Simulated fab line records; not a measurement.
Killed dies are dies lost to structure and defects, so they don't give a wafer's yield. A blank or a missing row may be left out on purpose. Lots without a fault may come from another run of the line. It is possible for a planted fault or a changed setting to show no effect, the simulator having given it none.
fab line records | flow rit_cmos
record: lots: 7 | wafers: 21 | last_day: 7
route steps=202 shown M1@188
lots with no fault: from the same line, run without faults
start_h: the number of hours between the record's first day and the start of the first shown wafer of the lot | wait_h: hours elapsed since this lot's preceding step | " unchanged from the row above | L1.1+2: several wafers, shown together as one row | - value missing, or start not given | * or withheld: withheld | < > ~ a bound
route shown NAME@n: NAME is a module with steps in the file, n the number in the route of the first one | usual: mean/standard deviation taken from wafers without a fault | same: alike in all rows | chamber/n: place in a boat | sites: the reading at each site | _std_site: how widely they spread, as a standard deviation | _edge_site: the outer-site mean with the inner-site mean subtracted | radius_mm: how far each site lies from the wafer's centre | mask NAME#n: copy n | behind: the tool/chamber that last shaped the wafer | hold: reason for holding the lot/hours on hold/outcome of the hold | device: names the non-switching transistor (n, p or np) | end of line: tests run on the same wafers once the route is complete | a step without rows: its recipe alone | killed: not the wafer's yield, but the dies lost to structure and defects at the first sort | map: shows each die of a wafer: x if killed, . if not, _ if none is there
set.NAME: the setting as run; set.NAME@STEP: as run at that earlier step | model.NAME: the simulator's own value behind a step, which no gauge read
certain route steps with their lots: each step a table, each wafer a row
services: a tool's chamber out of use, with start hour (start_h, from the record's first day; less than 0 if before it), hours out, and reason
== steps ==
step: RIT_M1_COAT_04
recipe: resist: NOVOLAK | spin_rpm: 2000 | resist_thk_nm: 1300
step: RIT_M1_SOFTBAKE_05
recipe: resist: NOVOLAK | temp_c: 90 | time_s: 60
step: RIT_M1_EXPOSE_06
recipe: mask_id: M12 | na: 0.6 | source_shape: conventional | sigma_outer: 0.5 | target_cd_nm: 2600 | dose_mj: 250
step: RIT_M1_PEB_07
recipe: resist: NOVOLAK | temp_c: withheld | time_s: withheld
step: RIT_M1_DEVELOP_08
recipe: resist: NOVOLAK | develop_time_s: 68 | dev_temp_c: 23
step: RIT_M1_CD_MEAS_09
recipe: target_cd_nm: 2600
usual: cd_nm: 2600.0/2.1
lot.wafer | tool      | chamber | start_h | wait_h | cd_nm
L390.3    | cd_sem-01 | -       | 61.08   | -      | 2601.0
L390.5    | "         | -       | "       | "      | 2600.7
L390.6    | "         | -       | "       | "      | 2601.2
L395.1    | cd_sem-02 | -       | 83.96   | -      | 2598.0
L395.2    | "         | -       | "       | "      | 2599.0
L395.3    | "         | -       | "       | "      | 2599.1
L396.2    | cd_sem-02 | -       | 91.02   | -      | 2600.3
L396.4    | "         | -       | "       | "      | 2600.8
L396.6    | "         | -       | "       | "      | 2600.9
L397.2    | cd_sem-01 | -       | 96.51   | -      | 2600.6
L397.5    | "         | -       | "       | "      | 2599.5
L397.6    | "         | -       | "       | "      | 2602.0
L409.2    | cd_sem-01 | -       | 152.97  | -      | 2597.3
L409.4    | "         | -       | "       | "      | 2599.7
L409.6    | "         | -       | "       | "      | 2598.2
L410.1    | cd_sem-01 | -       | 160.32  | -      | 2598.1
L410.2    | "         | -       | "       | "      | 2598.1
L410.4    | "         | -       | "       | "      | 2597.7
L411.2    | cd_sem-01 | -       | 164.88  | -      | 2600.7
L411.3    | "         | -       | "       | "      | 2601.7
L411.4    | "         | -       | "       | "      | 2603.2
step: RIT_M1_OVL_MEAS_10
usual: M1_OVL: 1.0/1.2
lot.wafer | tool       | chamber | start_h | wait_h | M1_OVL[nm]
L390.3    | overlay-02 | -       | 61.17   | 0.1    | 3.0
L390.5    | "          | -       | "       | "      | 2.6
L390.6    | "          | -       | "       | "      | 2.9
L395.1    | overlay-02 | -       | 84.08   | 0.1    | 1.8
L395.2    | "          | -       | "       | "      | 2.2
L395.3    | "          | -       | "       | "      | 0.2
L396.2    | overlay-02 | -       | 91.12   | 0.1    | 2.6
L396.4    | "          | -       | "       | "      | 1.5
L396.6    | "          | -       | "       | "      | 2.7
L397.2    | overlay-02 | -       | 96.62   | 0.1    | 0.8
L397.5    | "          | -       | "       | "      | 1.8
L397.6    | "          | -       | "       | "      | 1.1
L409.2    | overlay-01 | -       | 153.08  | 0.1    | 0.3
L409.4    | "          | -       | "       | "      | -0.6
L409.6    | "          | -       | "       | "      | 1.0
L410.1    | overlay-01 | -       | 160.44  | 0.1    | 0.9
L410.2    | "          | -       | "       | "      | 0.5
L410.4    | "          | -       | "       | "      | 0.3
L411.2    | overlay-01 | -       | 164.98  | 0.1    | 2.1
L411.3    | "          | -       | "       | "      | 0.4
L411.4    | "          | -       | "       | "      | 1.1
step: RIT_M1_HARDBAKE_11
recipe: resist: NOVOLAK | temp_c: 140 | time_s: 120
step: RIT_M1_METAL_ETCH_12
recipe: stop_on: SiO2 | chemistry: Cl2/BCl3 | target: Al | time_s: 165 | over_etch_frac: 0.5 | pressure_mtorr: 100 | target_depth_a: 6000 | rf_w: 250 | Cl2_flow_sccm: 60 | bcl3_flow_sccm: 50
usual: drypump_motor_current_A: 5.8/0.49 | oes_product_au: 0.779/0.012 | throttle_valve_pct: 8.31/0.1
lot.wafer | tool         | chamber | start_h | wait_h | drypump_motor_current_A | oes_product_au | rf_hours_counter_h | throttle_valve_pct
L390.3    | rie_metal-01 | 1       | 61.50   | 0.2    | 4.9                     | 0.794          | -                  | 8.30
L390.5    | "            | 0       | "       | "      | 6.0                     | 0.764          | -                  | 8.31
L390.6    | "            | 1       | "       | "      | 5.0                     | 0.794          | -                  | 8.28
L395.1    | rie_metal-02 | 1       | 84.36   | 0.2    | 5.7                     | 0.782          | 1                  | 8.17
L395.2    | "            | 0       | "       | "      | 5.8                     | 0.777          | 1                  | 8.42
L395.3    | "            | 0       | "       | "      | 5.8                     | 0.774          | -                  | 8.43
L396.2    | rie_metal-01 | 1       | 91.40   | 0.2    | 4.9                     | 0.791          | 4                  | 8.28
L396.4    | "            | 0       | "       | "      | 5.9                     | 0.766          | -                  | 8.30
L396.6    | "            | 0       | "       | "      | 5.9                     | 0.768          | -                  | 8.31
L397.2    | rie_metal-04 | 0       | 96.90   | 0.2    | 6.2                     | 0.787          | 34                 | 8.46
L397.5    | "            | 0       | "       | "      | 6.2                     | 0.781          | -                  | 8.45
L397.6    | "            | 1       | "       | "      | 6.5                     | 0.761          | -                  | 8.20
L409.2    | rie_metal-01 | 0       | 153.36  | 0.2    | 5.9                     | 0.769          | 5                  | 8.30
L409.4    | "            | 1       | "       | "      | 4.9                     | 0.793          | -                  | 8.28
L409.6    | "            | 0       | "       | "      | 6.0                     | 0.759          | -                  | 8.29
L410.1    | rie_metal-04 | 0       | 160.73  | 0.2    | 6.2                     | 0.789          | 0                  | 8.46
L410.2    | "            | 1       | "       | "      | 6.5                     | 0.780          | 0                  | 8.21
L410.4    | "            | 1       | "       | "      | 6.5                     | 0.779          | -                  | 8.21
L411.2    | rie_metal-02 | 0       | 165.26  | 0.2    | 5.8                     | 0.767          | 2                  | 8.41
L411.3    | "            | 1       | "       | "      | 5.8                     | 0.788          | -                  | 8.17
L411.4    | "            | 0       | "       | "      | 5.8                     | 0.761          | -                  | 8.44
step: RIT_M1_STRIP_13
recipe: chemistry: nmp | resist: NOVOLAK | temp_c: 80 | time_s: 600 | dry: n2_spin
step: RIT_M1_STRIP_14
recipe: chemistry: O2 | time_s: 180 | platen_temp_c: withheld | power_w: 500 | pressure_mtorr: 4000 | o2_flow_sccm: 4000
usual: drypump_motor_current_A: 5.7/0.52 | rf_refl_power_W: 7.2/1.1
lot.wafer | tool            | chamber | start_h | wait_h | drypump_motor_current_A | rf_hours_counter_h | rf_refl_power_W
L390.3    | plasma_asher-02 | 0       | 61.84   | 0.1    | 6.5                     | -                  | 8.0
L390.5    | "               | 0       | "       | "      | 6.5                     | -                  | 8.2
L390.6    | "               | 1       | "       | "      | 5.1                     | -                  | 9.0
L395.1    | plasma_asher-04 | 1       | 84.70   | 0.0    | 5.1                     | 46                 | 6.5
L395.2    | "               | 0       | "       | "      | 5.7                     | 46                 | 6.5
L395.3    | "               | 1       | "       | "      | 5.1                     | -                  | 6.2
L396.2    | plasma_asher-01 | 1       | 91.76   | 0.0    | 6.1                     | 25                 | 7.4
L396.4    | "               | 1       | "       | "      | 6.1                     | -                  | 7.0
L396.6    | "               | 0       | "       | "      | 5.6                     | -                  | 6.1
L397.2    | plasma_asher-01 | 0       | 97.23   | 0.0    | 5.6                     | 26                 | 5.9
L397.5    | "               | 0       | "       | "      | 5.6                     | -                  | 6.2
L397.6    | "               | 1       | "       | "      | 6.1                     | -                  | 6.7
L409.2    | plasma_asher-04 | 0       | 153.69  | 0.0    | 5.7                     | 4                  | 6.4
L409.4    | "               | 1       | "       | "      | 5.1                     | -                  | 6.6
L409.6    | "               | 1       | "       | "      | 5.1                     | -                  | 6.5
L410.1    | plasma_asher-02 | 1       | 161.08  | 0.0    | 5.2                     | 54                 | 9.0
L410.2    | "               | 0       | "       | "      | 6.5                     | 54                 | 8.1
L410.4    | "               | 0       | "       | "      | 6.5                     | -                  | 8.1
L411.2    | plasma_asher-01 | 1       | 165.60  | 0.0    | 6.1                     | 32                 | 7.0
L411.3    | "               | 1       | "       | "      | 6.2                     | -                  | 6.7
L411.4    | "               | 0       | "       | "      | 5.6                     | -                  | 6.2
step: RIT_M1_CD_MEAS_90
recipe: target_cd_nm: 2600
usual: cd_nm: 2600.1/2.8
lot.wafer | tool      | chamber | start_h | wait_h | cd_nm
L390.3    | cd_sem-01 | -       | 62.00   | 0.1    | 2600.2
L390.5    | "         | -       | "       | "      | 2599.8
L390.6    | "         | -       | "       | "      | 2599.8
L395.1    | cd_sem-01 | -       | 84.88   | 0.1    | 2596.4
L395.2    | "         | -       | "       | "      | 2598.5
L395.3    | "         | -       | "       | "      | 2600.6
L396.2    | cd_sem-01 | -       | 91.95   | 0.1    | 2598.7
L396.4    | "         | -       | "       | "      | 2600.8
L396.6    | "         | -       | "       | "      | 2601.7
L397.2    | cd_sem-01 | -       | 97.43   | 0.1    | 2602.6
L397.5    | "         | -       | "       | "      | 2601.1
L397.6    | "         | -       | "       | "      | 2602.1
L409.2    | cd_sem-02 | -       | 153.89  | 0.1    | 2595.2
L409.4    | "         | -       | "       | "      | 2598.2
L409.6    | "         | -       | "       | "      | 2598.3
L410.1    | cd_sem-02 | -       | 161.26  | 0.1    | 2601.2
L410.2    | "         | -       | "       | "      | 2600.6
L410.4    | "         | -       | "       | "      | 2599.6
L411.2    | cd_sem-02 | -       | 165.80  | 0.1    | 2599.0
L411.3    | "         | -       | "       | "      | 2599.9
L411.4    | "         | -       | "       | "      | 2601.9
step: RIT_M1_ANNEAL_15
recipe: temp_c: 450 | time_s: 1800 | ambient: forming_gas_H2N2
usual: spike_tc_centre_C: 452.5/0.89 | spike_tc_load_C: 472.7/1.1 | spike_tc_source_C: 469.8/1 | tube_center_temp_C: 450/0.043 | tube_center_temp_C_max: 451.16/0.2 | zone_power_centre_pct: 19.44/0.19 | zone_power_load_pct: 6.48/0.06 | zone_power_source_pct: 6.59/0.064
lot.wafer | tool       | chamber | start_h | wait_h | spike_tc_centre_C | spike_tc_load_C | spike_tc_source_C | tube_center_temp_C | tube_center_temp_C_max | zone_power_centre_pct | zone_power_load_pct | zone_power_source_pct
L390.3    | furnace-02 | 0       | 62.08   | 0.1    | 453.1             | 471.4           | 469.4             | 449.94             | 451.01                 | 19.67                 | 6.46                | 6.62
L390.5    | "          | 0       | "       | "      | 452.0             | 472.6           | 467.8             | 449.91             | 451.55                 | 19.15                 | 6.48                | 6.64
L390.6    | "          | 0       | "       | "      | 453.0             | 472.5           | 470.5             | 449.96             | 451.00                 | 19.30                 | 6.43                | 6.58
L395.1    | furnace-02 | 0       | 85.00   | 0.1    | 521.9             | 542.6           | 541.6             | 520.1              | 521.17                 | 22.92                 | 8.22                | 8.39
L395.2    | "          | 0       | "       | "      | 523.6             | 542.4           | 540.6             | 520.02             | 521.36                 | 22.69                 | 8.17                | 8.46
L395.3    | "          | 0       | "       | "      | 522.9             | 545.0           | 540.5             | 520.02             | 521.01                 | 22.95                 | 8.28                | 8.24
L396.2    | furnace-02 | 0       | 99.15   | 7.2    | 522.4             | 543.1           | 542.6             | 520.01             | 521.15                 | 22.90                 | 8.37                | 8.37
L396.4    | "          | 0       | "       | "      | 523.0             | 544.2           | 541.0             | 519.99             | 521.19                 | 22.62                 | 8.17                | 8.19
L396.6    | "          | 0       | "       | "      | 523.7             | 545.1           | 540.4             | 520.04             | 521.56                 | 23.51                 | 8.43                | 8.50
L397.2    | furnace-02 | 0       | 99.15   | 1.7    | 524.2             | 542.5           | 541.0             | 520.03             | 520.99                 | 22.57                 | 8.32                | 8.42
L397.5    | "          | 0       | "       | "      | 521.7             | 546.8           | 540.9             | 519.98             | 520.94                 | 22.69                 | 8.17                | 8.19
L397.6    | "          | 0       | "       | "      | 523.3             | 543.2           | 538.9             | 520.04             | 521.35                 | 22.85                 | 8.22                | 8.22
L409.2    | furnace-02 | 0       | 153.99  | 0.1    | 451.9             | 473.5           | 470.4             | 450.01             | 451.19                 | 19.61                 | 6.47                | 6.62
L409.4    | "          | 0       | "       | "      | 452.2             | 472.2           | 470.4             | 449.99             | 451.26                 | 19.67                 | 6.57                | 6.56
L409.6    | "          | 0       | "       | "      | 451.7             | 474.5           | 471.3             | 449.99             | 451.20                 | 19.40                 | 6.58                | 6.67
L410.1    | furnace-02 | 0       | 161.38  | 0.1    | 451.7             | 473.0           | 468.0             | 450.07             | 451.24                 | 19.21                 | 6.54                | 6.57
L410.2    | "          | 0       | "       | "      | 454.2             | 473.0           | 469.2             | 450.01             | 451.16                 | 18.98                 | 6.45                | 6.54
L410.4    | "          | 0       | "       | "      | 453.2             | 473.0           | 471.8             | 450.03             | 451.45                 | 19.47                 | 6.55                | 6.74
L411.2    | furnace-02 | 0       | 165.90  | 0.1    | 452.4             | 474.1           | 470.6             | 450.02             | 451.02                 | 19.60                 | 6.49                | 6.60
L411.3    | "          | 0       | "       | "      | 453.0             | 471.9           | 470.0             | 450.01             | 451.69                 | 19.63                 | 6.52                | 6.61
L411.4    | "          | 0       | "       | "      | 451.5             | 472.2           | 470.9             | 449.96             | 451.59                 | 19.26                 | 6.41                | 6.55
step: RIT_M1_BOW_MEAS_16
recipe: mode: bow
usual: M1_BOW: 16/6
lot.wafer | tool          | chamber | start_h | wait_h | M1_BOW[um]
L390.3    | film_metro-01 | -       | 63.62   | 0.0    | 18
L390.5    | "             | -       | "       | "      | 9
L390.6    | "             | -       | "       | "      | 15
L395.1    | film_metro-04 | -       | 86.50   | 0.0    | 10
L395.2    | "             | -       | "       | "      | 1
L395.3    | "             | -       | "       | "      | 3
L396.2    | film_metro-03 | -       | 100.67  | 0.0    | 12
L396.4    | "             | -       | "       | "      | 13
L396.6    | "             | -       | "       | "      | 9
L397.2    | film_metro-04 | -       | 100.67  | 0.0    | 12
L397.5    | "             | -       | "       | "      | 12
L397.6    | "             | -       | "       | "      | 15
L409.2    | film_metro-01 | -       | 155.51  | 0.0    | 22
L409.4    | "             | -       | "       | "      | 16
L409.6    | "             | -       | "       | "      | 28
L410.1    | film_metro-01 | -       | 162.88  | 0.0    | 27
L410.2    | "             | -       | "       | "      | 11
L410.4    | "             | -       | "       | "      | 21
L411.2    | film_metro-01 | -       | 167.42  | 0.0    | 10
L411.3    | "             | -       | "       | "      | 14
L411.4    | "             | -       | "       | "      | 6
step: RIT_M1_PROBE_99
usual: defect_limited_yield: 97.5/1.1 | killed_at_contacts: 0.1/0.23 | killed_at_front_end: 7/3 | killed_dies: 7/3 | killed_open: 3.3/1.8 | killed_short: 3.3/2.2
same: gross_dies: 264 | killed_at_M0_to_M3: 0 | killed_at_M4_up: 0 | killed_at_back_side: 0 | killed_at_other: 0
lot.wafer | tool      | chamber | start_h | wait_h | defect_limited_yield[%] | killed_at_contacts | killed_at_front_end | killed_dies | killed_open | killed_short | model.etest.tester.sort_n_pass | model.etest.tester.sort_bin_3_pct | model.etest.tester.sort_yield_pct | model.etest.diode_nplus_comb.short | model.etest.pmos_0p3.over_limit | model.etest.nmos_turned.short | model.etest.nmos_0p3.over_limit | model.etest.nmos_narrow.short
L390.3    | prober-01 | -       | 63.80   | 0.2    | 97.3                    | 0                  | 7                   | 7           | 2           | 5            | 257                            | 0                                 | 97.35                             | 0                                  | 0                               | 0                             | 0                               | 0
L390.5    | prober-01 | -       | 63.90   | 0.2    | 97.0                    | 0                  | 8                   | 8           | 5           | 3            | 256                            | 0                                 | 96.97                             | 0                                  | 0                               | 0                             | 0                               | 0
L390.6    | prober-01 | -       | 63.95   | 0.2    | 98.1                    | 0                  | 5                   | 5           | 4           | 1            | 259                            | 0.3788                            | 98.11                             | 0                                  | 0                               | 0                             | 0                               | 0
L395.1    | prober-02 | -       | 86.62   | 0.1    | 97.0                    | 0                  | 8                   | 8           | 6           | 2            | 0                              | 96.97                             | 0                                 | 1                                  | 1                               | 1                             | 1                               | 1
L395.2    | prober-02 | -       | 86.67   | 0.1    | 96.6                    | 0                  | 9                   | 9           | 5           | 4            | 0                              | 96.97                             | 0                                 | 1                                  | 1                               | 1                             | 1                               | 1
L395.3    | prober-02 | -       | 86.72   | 0.2    | 95.8                    | 0                  | 11                  | 11          | 3           | 8            | 0                              | 96.21                             | 0                                 | 1                                  | 1                               | 1                             | 1                               | 1
L396.2    | prober-01 | -       | 100.82  | 0.1    | 97.0                    | 0                  | 8                   | 8           | 4           | 4            | 0                              | 97.35                             | 0                                 | 1                                  | 1                               | 1                             | 1                               | 1
L396.4    | prober-01 | -       | 100.92  | 0.2    | 97.0                    | 0                  | 8                   | 8           | 1           | 7            | 0                              | 96.97                             | 0                                 | 1                                  | 1                               | 1                             | 1                               | 1
L396.6    | prober-01 | -       | 101.02  | 0.2    | 98.5                    | 0                  | 4                   | 4           | 3           | 1            | 0                              | 98.48                             | 0                                 | 1                                  | 1                               | 1                             | 1                               | 1
L397.2    | prober-02 | -       | 100.82  | 0.1    | 98.5                    | 0                  | 4                   | 4           | 2           | 2            | 0                              | 98.86                             | 0                                 | 1                                  | 1                               | 1                             | 1                               | 1
L397.5    | prober-02 | -       | 100.97  | 0.2    | 98.5                    | 0                  | 4                   | 4           | 3           | 1            | 0                              | 98.48                             | 0                                 | 1                                  | 1                               | 1                             | 1                               | 1
L397.6    | prober-02 | -       | 101.02  | 0.2    | 98.9                    | 0                  | 3                   | 3           | 2           | 1            | 0                              | 98.86                             | 0                                 | 1                                  | 1                               | 1                             | 1                               | 1
L409.2    | prober-01 | -       | 155.66  | 0.1    | 97.0                    | 0                  | 8                   | 8           | 6           | 2            | 256                            | 0.3788                            | 96.97                             | 0                                  | 0                               | 0                             | 0                               | 0
L409.4    | prober-01 | -       | 155.76  | 0.2    | 98.9                    | 0                  | 3                   | 3           | 2           | 1            | 261                            | 0                                 | 98.86                             | 0                                  | 0                               | 0                             | 0                               | 0
L409.6    | prober-01 | -       | 155.86  | 0.2    | 98.1                    | 1                  | 4                   | 5           | 2           | 3            | 259                            | 0                                 | 98.11                             | 0                                  | 0                               | 0                             | 0                               | 0
L410.1    | prober-02 | -       | 163.00  | 0.1    | 95.8                    | 0                  | 11                  | 11          | 5           | 6            | 253                            | 0                                 | 95.83                             | 0                                  | 0                               | 0                             | 0                               | 0
L410.2    | prober-02 | -       | 163.05  | 0.1    | 97.7                    | 0                  | 6                   | 6           | 1           | 5            | 258                            | 0.3788                            | 97.73                             | 0                                  | 0                               | 0                             | 0                               | 0
L410.4    | prober-02 | -       | 163.15  | 0.2    | 94.7                    | 0                  | 14                  | 14          | 6           | 8            | 250                            | 0.3788                            | 94.7                              | 0                                  | 0                               | 0                             | 0                               | 0
L411.2    | prober-02 | -       | 167.57  | 0.1    | 98.1                    | 0                  | 5                   | 5           | 2           | 3            | 259                            | 0                                 | 98.11                             | 0                                  | 0                               | 0                             | 0                               | 0
L411.3    | prober-02 | -       | 167.62  | 0.2    | 98.1                    | 0                  | 5                   | 5           | 4           | 1            | 259                            | 0                                 | 98.11                             | 0                                  | 0                               | 0                             | 0                               | 0
L411.4    | prober-02 | -       | 167.67  | 0.2    | 97.0                    | 0                  | 8                   | 8           | 3           | 5            | 256                            | 0                                 | 96.97                             | 0                                  | 0                               | 0                             | 0                               | 0
killed by level:class
L390.3 GATE:geometric_particle:short=3 FOX1:geometric_particle:short=1 GATE:geometric_particle:open=1 SILICIDE:geometric_particle:open=1 SILICIDE:geometric_particle:short=1
L390.5 GATE:geometric_particle:open=3 GATE:geometric_particle:short=2 FOX2:geometric_particle:open=1 SPACER:geometric_particle:open=1 SPACER:geometric_particle:short=1
L390.6 GATE:geometric_particle:open=2 SPACER:geometric_particle:open=2 FOX2:geometric_particle:short=1
L395.1 SPACER:geometric_particle:open=3 GATE:geometric_particle:open=2 SPACER:geometric_particle:short=2 SILICIDE:geometric_particle:open=1
L395.2 FOX2:geometric_particle:open=3 FOX2:geometric_particle:short=2 GATE:geometric_particle:open=1 GATE:geometric_particle:short=1 REOX:geometric_particle:short=1 SILICIDE:geometric_particle:open=1
L395.3 GATE:geometric_particle:short=4 REOX:geometric_particle:open=2 SILICIDE:geometric_particle:short=2 FOX2:geometric_particle:short=1 GATE:geometric_particle:open=1 REOX:geometric_particle:short=1
L396.2 GATE:geometric_particle:short=3 FOX1:geometric_particle:open=2 FOX1:geometric_particle:short=1 GATE:geometric_particle:open=1 SPACER:geometric_particle:open=1
L397.2 GATE:geometric_particle:open=2 GATE:geometric_particle:short=2
L396.4 FOX1:geometric_particle:short=3 SPACER:geometric_particle:short=2 FOX1:geometric_particle:open=1 FOX2:geometric_particle:short=1 SILICIDE:geometric_particle:short=1
L397.5 GATE:geometric_particle:open=2 FOX1:geometric_particle:open=1 GATE:geometric_particle:short=1
L396.6 GATE:geometric_particle:open=1 SPACER:geometric_particle:short=1 SPACER:geometric_particle:open=1 SILICIDE:geometric_particle:open=1
L397.6 FOX1:geometric_particle:open=1 SPACER:geometric_particle:open=1 SILICIDE:geometric_particle:short=1
L409.2 REOX:geometric_particle:open=3 FOX1:geometric_particle:open=2 REOX:geometric_particle:short=2 FOX2:geometric_particle:open=1
L409.4 GATE:geometric_particle:open=1 SPACER:geometric_particle:short=1 SILICIDE:geometric_particle:open=1
L409.6 SPACER:geometric_particle:short=2 FOX1:geometric_particle:open=1 SILICIDE:geometric_particle:short=1 CONTACT:geometric_particle:open=1
L410.1 FOX2:geometric_particle:open=3 FOX1:geometric_particle:short=2 REOX:geometric_particle:short=2 GATE:geometric_particle:short=1 GATE:geometric_particle:open=1 REOX:geometric_particle:open=1 SPACER:geometric_particle:short=1
L410.2 FOX2:geometric_particle:short=2 FOX1:geometric_particle:open=1 GATE:geometric_particle:short=1 REOX:geometric_particle:short=1 SPACER:geometric_particle:short=1
L410.4 FOX1:geometric_particle:short=4 GATE:geometric_particle:open=2 SILICIDE:geometric_particle:open=2 GATE:geometric_particle:short=1 REOX:geometric_particle:short=1 REOX:geometric_particle:open=1 SPACER:geometric_particle:short=1 SPACER:geometric_particle:open=1
L411.2 GATE:geometric_particle:short=2 GATE:geometric_particle:open=2 FOX1:geometric_particle:short=1
L411.3 SILICIDE:geometric_particle:open=3 SPACER:geometric_particle:open=1 SILICIDE:geometric_particle:short=1
L411.4 SILICIDE:geometric_particle:short=4 GATE:geometric_particle:open=2 REOX:geometric_particle:short=1 SPACER:geometric_particle:open=1
== services ==
tool            | chamber | start_h | hours | kind
furnace-02      | -       | 48.23   | 12.2  | repair
rie_metal-02    | -       | 82.77   | 1.4   | pm
rie_metal-02    | -       | 87.37   | 15.6  | pm
furnace-02      | -       | 87.55   | 11.6  | repair
plasma_asher-04 | -       | 108.75  | 9.0   | pm
plasma_asher-04 | 0       | 108.75  | 9.0   | vent_cycle
plasma_asher-04 | 1       | 108.75  | 9.0   | vent_cycle
rie_metal-04    | -       | 109.57  | 0.1   | repair
plasma_asher-04 | 0       | 117.75  | -     | clean
plasma_asher-04 | 1       | 117.75  | -     | clean
rie_metal-01    | -       | 133.48  | 1.4   | pm
rie_metal-04    | -       | 136.12  | 20.0  | pm
rie_metal-04    | 0       | 136.12  | 20.0  | vent_cycle
rie_metal-04    | 1       | 136.12  | 20.0  | vent_cycle
rie_metal-04    | 0       | 156.12  | -     | clean
rie_metal-04    | 1       | 156.12  | -     | clean
== key ==
first_sign: step: RIT_M1_ANNEAL_15 | reading: tube_center_temp_C | direction: up | sigmas: 99+ | usual: * | struck: *
effect: step: RIT_M1_ANNEAL_15 | reading: tube_center_temp_C_max | direction: up | sigmas: 99+ | usual: * | struck: *
model_effect: step: RIT_M1_PROBE_99 | value: etest.tester.sort_n_pass | without: 257.4 | struck: 0
met_at RIT_M1_ANNEAL_15
struck_wafers L395.1,L395.2,L395.3,L396.2,L396.4,L396.6,L397.2,L397.5,L397.6
onset_between 62.08 85.00
fault: kind: process_parameter_drift | tool: furnace-02 | chamber: - | onset_h: 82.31 | steps: RIT_M1_ANNEAL_15 | channel: temp_c | offset: * | shape: step | end_h: 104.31 | stated: *
